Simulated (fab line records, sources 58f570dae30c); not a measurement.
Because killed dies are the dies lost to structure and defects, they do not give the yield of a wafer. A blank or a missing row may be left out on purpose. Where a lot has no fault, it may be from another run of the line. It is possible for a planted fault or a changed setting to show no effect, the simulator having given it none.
fab line records | flow berkeleyCmos170
record lots=14 wafers=42 lastDay=11
route steps=331 shown PSD@185 SILICIDE@211 CONTACT@217
lots with no fault: from the same line, run without faults
startH: hours from the record's opening day to when the first of the lot's shown wafers began | waitH: hours from the lot's prior step to this one | " same as the row above | L1.1+2: a row that stands for several wafers | - no value present, or no start provided | * or withheld: withheld | < > ~ a bound
route shown NAME@n: NAME is a module with steps in the file, n the number in the route of the first one | usual: mean and standard deviation over wafers with no fault | same: alike in all rows | chamber/n: place in a boat | sites: readings site by site | _std_site: how widely they spread, as a standard deviation | _edge_site: inner sites' mean taken away from outer sites' mean | radiusMm: how far each site lies from the wafer's centre | mask NAME#n: copy n | behind: the tool/chamber that last shaped the wafer | hold: why the lot went on hold/how many hours it stayed there/how the hold came to an end | device: whichever transistor did not switch (one of n, p or np) | end of line: the tests these same wafers got at the end of their route | where a step has no rows: the recipe by itself | killed: dies that structure and defects cost at the first sort, which is not the same as the wafer's yield | map: per-die view of a wafer (x killed, . not killed, _ where there is no die)
set.NAME: the setting as run; set.NAME@STEP: as run at that earlier step | model.NAME: the simulator's own value behind a step, which no gauge read
a sample of lots followed through the steps of the route, with each step as a table and each wafer as a row
services: from which hour (startH, from the record's first day; less than 0 if before it) a tool's chamber was out of use, for how many hours, and why
## steps
# step UCB170_PSD_TW_MEAS_10
# usual PSD_TW=2349/13
# columns lot.wafer tool chamber startH waitH PSD_TW
L528.2 filmMetro-01 - 129.94 0.1 2325
L528.3 " - " " 2328
L528.6 " - " " 2346
L529.2 filmMetro-01 - 146.15 0.1 2339
L529.5 " - " " 2351
L529.6 " - " " 2355
L530.1 filmMetro-01 - 152.05 0.1 2358
L530.2 " - " " 2347
L530.4 " - " " 2347
L535.1 filmMetro-03 - 163.17 0.1 2340
L535.2 " - " " 2340
L535.5 " - " " 2343
L531.1 filmMetro-01 - 163.36 0.1 2353
L531.4 " - " " 2343
L531.6 " - " " 2354
L532.2 filmMetro-04 - 163.58 0.1 2361
L532.3 " - " " 2371
L532.5 " - " " 2360
L536.1 filmMetro-01 - 172.13 0.1 2341
L536.2 " - " " 2333
L536.5 " - " " 2339
L538.1 filmMetro-03 - 172.27 0.1 2361
L538.2 " - " " 2350
L538.3 " - " " 2350
L545.2 filmMetro-01 - 208.98 0.1 2333
L545.4 " - " " 2354
L545.6 " - " " 2349
L544.1 filmMetro-03 - 209.22 0.1 2347
L544.5 " - " " 2347
L544.6 " - " " 2351
L546.1 filmMetro-03 - 224.58 0.1 2361
L546.4 " - " " 2341
L546.6 " - " " 2348
L547.1 filmMetro-03 - 229.91 0.1 2351
L547.4 " - " " 2345
L547.6 " - " " 2351
L550.1 filmMetro-01 - 237.85 0.1 2361
L550.4 " - " " 2351
L550.6 " - " " 2357
L551.3 filmMetro-04 - 248.69 0.1 2379
L551.4 " - " " 2373
L551.5 " - " " 2384
# step UCB170_SDANNEAL_RS_MEAS_02
# recipe thkMeasGauge=four-point-probe
# usual PSD_RS=75.5/0.39
# columns lot.wafer tool chamber startH waitH PSD_RS[ohm/sq]
L528.2 filmMetro-01 - 132.97 0.1 75.8
L528.3 " - " " 75.8
L528.6 " - " " 75.4
L529.2 filmMetro-03 - 150.79 0.1 75.1
L529.5 " - " " 75.1
L529.6 " - " " 75.2
L530.1 filmMetro-01 - 156.35 0.0 75.4
L530.2 " - " " 75.3
L530.4 " - " " 75.2
L535.1 filmMetro-03 - 166.33 0.0 75.5
L535.2 " - " " 75.6
L535.5 " - " " 75.8
L531.1 filmMetro-04 - 166.78 0.0 75.0
L531.4 " - " " 74.9
L531.6 " - " " 75.0
L532.2 filmMetro-04 - 167.28 0.1 75.6
L532.3 " - " " 75.4
L532.5 " - " " 75.6
L538.1 filmMetro-03 - 177.85 0.0 76.3
L538.2 " - " " 76.1
L538.3 " - " " 76.3
L536.1 filmMetro-03 - 178.66 0.0 75.1
L536.2 " - " " 75.2
L536.5 " - " " 75.2
L545.2 filmMetro-03 - 212.12 0.1 75.9
L545.4 " - " " 76.2
L545.6 " - " " 75.9
L544.1 filmMetro-04 - 212.46 0.0 75.5
L544.5 " - " " 75.3
L544.6 " - " " 75.4
L546.1 filmMetro-01 - 228.71 0.0 75.8
L546.4 " - " " 75.7
L546.6 " - " " 75.2
L547.1 filmMetro-01 - 236.30 0.0 75.6
L547.4 " - " " 75.4
L547.6 " - " " 75.5
L550.1 filmMetro-03 - 240.78 0.0 74.7
L550.4 " - " " 74.6
L550.6 " - " " 74.8
L551.3 filmMetro-03 - 252.36 0.1 75.1
L551.4 " - " " 74.8
L551.5 " - " " 75.0
# step UCB170_SILICIDE_SPUTTER_01
# recipe material=Ti targetThkNm=30 timeS=25 powerW=1500 chamberPressurePa=0.5
# usual throttleValvePct=30.1/0.87
# columns lot.wafer tool chamber startH waitH throttleValvePct
L528.2 pvdSputter-04 - 133.49 0.0 29.0
L528.3 " - " " 31.3
L528.6 " - " " 31.1
L529.2 pvdSputter-04 - 151.31 0.0 28.9
L529.5 " - " " 29.1
L529.6 " - " " 28.7
L530.1 pvdSputter-03 - 156.90 0.0 30.4
L530.2 " - " " 31.8
L530.4 " - " " 31.0
L535.1 pvdSputter-01 - 166.87 0.0 30.9
L535.2 " - " " 30.2
L535.5 " - " " 30.7
L531.1 pvdSputter-04 - 167.32 0.0 31.3
L531.4 " - " " 29.6
L531.6 " - " " 31.0
L532.2 pvdSputter-03 - 167.80 0.0 30.5
L532.3 " - " " 30.4
L532.5 " - " " 30.4
L538.1 pvdSputter-01 - 178.40 0.0 29.7
L538.2 " - " " 30.7
L538.3 " - " " 30.4
L536.1 pvdSputter-04 - 179.21 0.0 28.9
L536.2 " - " " 31.0
L536.5 " - " " 28.8
L545.2 pvdSputter-04 - 212.65 0.0 31.2
L545.4 " - " " 29.1
L545.6 " - " " 29.3
L544.1 pvdSputter-01 - 213.01 0.0 30.1
L544.5 " - " " 29.5
L544.6 " - " " 30.9
L546.1 pvdSputter-04 - 229.26 0.0 31.4
L546.4 " - " " 29.5
L546.6 " - " " 29.2
L547.1 pvdSputter-04 - 236.84 0.0 29.1
L547.4 " - " " 31.1
L547.6 " - " " 29.1
L550.1 pvdSputter-03 - 241.33 0.0 30.7
L550.4 " - " " 30.2
L550.6 " - " " 30.3
L551.3 pvdSputter-01 - 252.87 0.0 31.0
L551.4 " - " " 30.2
L551.5 " - " " 31.1
# step UCB170_CONTACT_CVD_01
# recipe material=PSG targetThkNm=700 tempC=450 precursor=SiH4/O2/PH3 timeS=2820 pressureMtorr=300 sih4FlowSccm=60 o2FlowSccm=90 ph3FlowSccm=25
# columns lot.wafer tool chamber startH waitH
L528.2+3+6 lpcvd-02 0 134.15 0.2
L529.2+5+6 lpcvd-02 0 151.81 0.0
L530.1+2+4 lpcvd-01 0 158.20 0.8
L535.1+2+5 lpcvd-01 0 167.51 0.2
L535.1+2+5 lpcvd-02 0 169.93 0.6
L531.1+4+6 lpcvd-02 0 168.15 0.3
L532.2+3+5 lpcvd-01 1 169.29 1.0
L538.1+2+3 lpcvd-01 1 179.28 0.0
L538.1+2+3 lpcvd-02 1 183.12 1.2
L536.1+2+5 lpcvd-02 0 180.44 0.4
L545.2+4+6 lpcvd-02 1 213.28 0.1
L544.1+5+6 lpcvd-01 0 216.01 2.5
L546.1+4+6 lpcvd-02 1 229.75 0.0
L547.1+4+6 lpcvd-02 1 237.34 0.0
L550.1+4+6 lpcvd-02 0 242.75 0.9
L551.3+4+5 lpcvd-02 0 253.46 0.0
# step UCB170_CONTACT_THK_MEAS_02
# recipe reads=PSG_of_CONTACT_CVD_01
# usual CONTACT_PSG_THK=704/6.7
# columns lot.wafer tool chamber startH waitH CONTACT_PSG_THK[nm]
L528.2 filmMetro-01 - 135.94 0.0 698
L528.3 " - " " 691
L528.6 " - " " 692
L529.2 filmMetro-03 - 154.50 0.0 702
L529.5 " - " " 699
L529.6 " - " " 699
L530.1 filmMetro-01 - 159.98 0.0 712
L530.2 " - " " 709
L530.4 " - " " 714
L531.1 filmMetro-02 - 169.93 0.0 703
L531.4 " - " " 699
L531.6 " - " " 699
L532.2 filmMetro-02 - 171.09 0.0 700
L532.3 " - " " 706
L532.5 " - " " 704
L535.1 filmMetro-01 - 171.71 0.0 1416
L535.2 " - " " 1420
L535.5 " - " " 1416
L536.1 filmMetro-03 - 183.12 0.0 707
L536.2 " - " " 709
L536.5 " - " " 706
L538.1 filmMetro-02 - 185.79 0.0 1413
L538.2 " - " " 1412
L538.3 " - " " 1406
L545.2 filmMetro-01 - 215.96 0.0 709
L545.4 " - " " 710
L545.6 " - " " 704
L544.1 filmMetro-03 - 217.79 0.0 706
L544.5 " - " " 708
L544.6 " - " " 702
L546.1 filmMetro-02 - 232.43 0.0 708
L546.4 " - " " 709
L546.6 " - " " 705
L547.1 filmMetro-03 - 240.02 0.0 713
L547.4 " - " " 708
L547.6 " - " " 710
L550.1 filmMetro-02 - 245.42 0.0 697
L550.4 " - " " 695
L550.6 " - " " 695
L551.3 filmMetro-01 - 256.16 0.0 701
L551.4 " - " " 695
L551.5 " - " " 700
# step UCB170_CONTACT_ETCH_18
# recipe chemistry=CHF3/CF4/Ar target=PSG stopOn=TiSi2 CHF3_flow_sccm=45 cf4FlowSccm=15 Ar_flow_sccm=150 pressureMtorr=200 rfW=700 targetDepthA=8400 overEtchFrac=0.2 timeS=195
# usual drypumpMotorCurrentA=5.6/0.39 oesProductAu=0.902/0.014 throttleValvePct=6.88/0.12
# columns lot.wafer tool chamber startH waitH drypumpMotorCurrentA oesProductAu rfHoursCounterH throttleValvePct
L528.2 rieDiel-04 0 - - 5.5 0.914 93 7.10
L528.3 " 2 " " 6.3 0.902 117 6.73
L528.6 " 2 " " 6.3 0.907 - 6.75
L529.2 rieDiel-03 1 - - 5.7 0.918 19 6.79
L529.5 " 1 " " 5.7 0.909 - 6.77
L529.6 " 2 " " 5.0 0.891 - 6.71
L530.1 rieDiel-04 3 - - 5.8 0.904 43 6.90
L530.2 " 1 " " 5.2 0.900 2 6.95
L530.4 " 0 " " 5.6 0.939 95 7.10
L535.1 rieDiel-03 0 - - 5.1 0.980 21 6.83
L535.2 " 1 " " 5.7 1.021 19 6.79
L535.5 " 3 " " 5.9 0.977 - 6.99
L531.1 rieDiel-02 1 - - 5.4 0.903 78 6.78
L531.4 " 3 " " 5.6 0.890 94 6.85
L531.6 " 3 " " 5.7 0.889 - 6.85
L532.2 rieDiel-04 3 - - 5.8 0.900 43 6.91
L532.3 " 1 " " 5.2 0.905 3 6.96
L532.5 " 2 " " 6.3 0.909 - 6.74
L536.1 rieDiel-02 2 - - 5.7 0.904 83 6.97
L536.2 " 1 " " 5.4 0.897 79 6.78
L536.5 " 1 " " 5.4 0.894 - 6.78
L538.1 rieDiel-02 2 - - 5.7 0.997 83 6.99
L538.2 " 0 " " 5.2 1.008 148 6.96
L538.3 " 3 " " 5.6 0.995 95 6.86
L545.2 rieDiel-02 0 - - 5.2 0.917 0 6.95
L545.4 " 3 " " 5.6 0.896 97 6.85
L545.6 " 1 " " 5.4 0.905 - 6.80
L544.1 rieDiel-04 1 - - 5.2 0.898 5 6.95
L544.5 " 0 " " 5.6 0.920 - 7.10
L544.6 " 3 " " 5.8 0.904 - 6.91
L546.1 rieDiel-04 0 - - 5.5 0.923 99 7.10
L546.4 " 2 " " 6.3 0.907 - 6.73
L546.6 " 0 " " 5.5 0.913 - 7.11
L547.1 rieDiel-04 3 - - 5.9 0.911 48 6.90
L547.4 " 3 " " 5.9 0.901 - 6.91
L547.6 " 2 " " 6.3 0.918 - 6.73
L550.1 rieDiel-03 2 - - 5.0 0.889 138 6.70
L550.4 " 0 " " 5.1 0.883 25 6.83
L550.6 " 1 " " 5.7 0.916 - 6.79
L551.3 rieDiel-03 0 - - 5.1 0.870 26 6.83
L551.4 " 0 " " 5.1 0.874 - 6.84
L551.5 " 1 " " 5.7 0.917 - 6.78
## services
# columns tool chamber startH hours kind
rieDiel-04 - 113.87 2.8 pm
rieDiel-03 2 130.52 6.6 repair
rieDiel-03 0 139.13 9.1 repair
pvdSputter-04 - 150.24 0.8 repair
rieDiel-02 0 186.63 - clean
lpcvd-01 - 190.40 1.1 repair
rieDiel-03 - 203.80 4.0 pm
pvdSputter-03 3 204.91 - consumableReplace:kit
pvdSputter-03 3 204.91 18.0 scheduledDown
pvdSputter-03 3 204.91 18.0 ventCycle
rieDiel-04 1 221.83 18.5 repair
rieDiel-04 1 240.86 7.1 repair
lpcvd-02 - 252.49 0.8 pm
pvdSputter-03 - 253.23 4.0 repair
rieDiel-04 1 253.62 16.3 repair
rieDiel-03 2 255.46 - clean
lpcvd-02 - 256.89 0.7 repair
## key
firstSign step=UCB170_CONTACT_CVD_01 reading=visit direction=added
effect step=UCB170_CONTACT_THK_MEAS_02 reading=CONTACT_PSG_THK direction=up sigmas=99+ usual=704 struck=1414
effect step=UCB170_CONTACT_ETCH_18 reading=oesProductAu direction=up sigmas=6.7 usual=0.902 struck=0.996
metAt UCB170_CONTACT_CVD_01
struckLots L535,L538
laterRowsLeftOut L535.1,L535.2,L535.5,L538.1,L538.2,L538.3
sortLeftOut L535.1,L535.2,L535.5,L538.1,L538.2,L538.3
testerLeftOut L535,L538
notActingAt UCB170_PSD_TW_MEAS_10,UCB170_SDANNEAL_RS_MEAS_02,UCB170_SILICIDE_SPUTTER_01
fault kind=repeatedStepWhole tool=lpcvd-01,lpcvd-02 chamber=- onsetH=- steps=UCB170_CONTACT_CVD_01 times=1 scope=struckLotsOnly
# testerLeftOut: of these lots the tester's yield and bins aren't shown, on N5 and GAA mostly nor the transistor test; their killed dies are dies lost to structure and defects alone, not to doping, threshold or leakage, so they don't give the yield
# sortLeftOut: the simulated sort isn't trusted on such a fault, so these wafers' sort isn't shown, and their yield isn't known
# laterRowsLeftOut: the simulator's readings of these wafers behind a module that went badly wrong aren't trusted and aren't shown, but for the sort
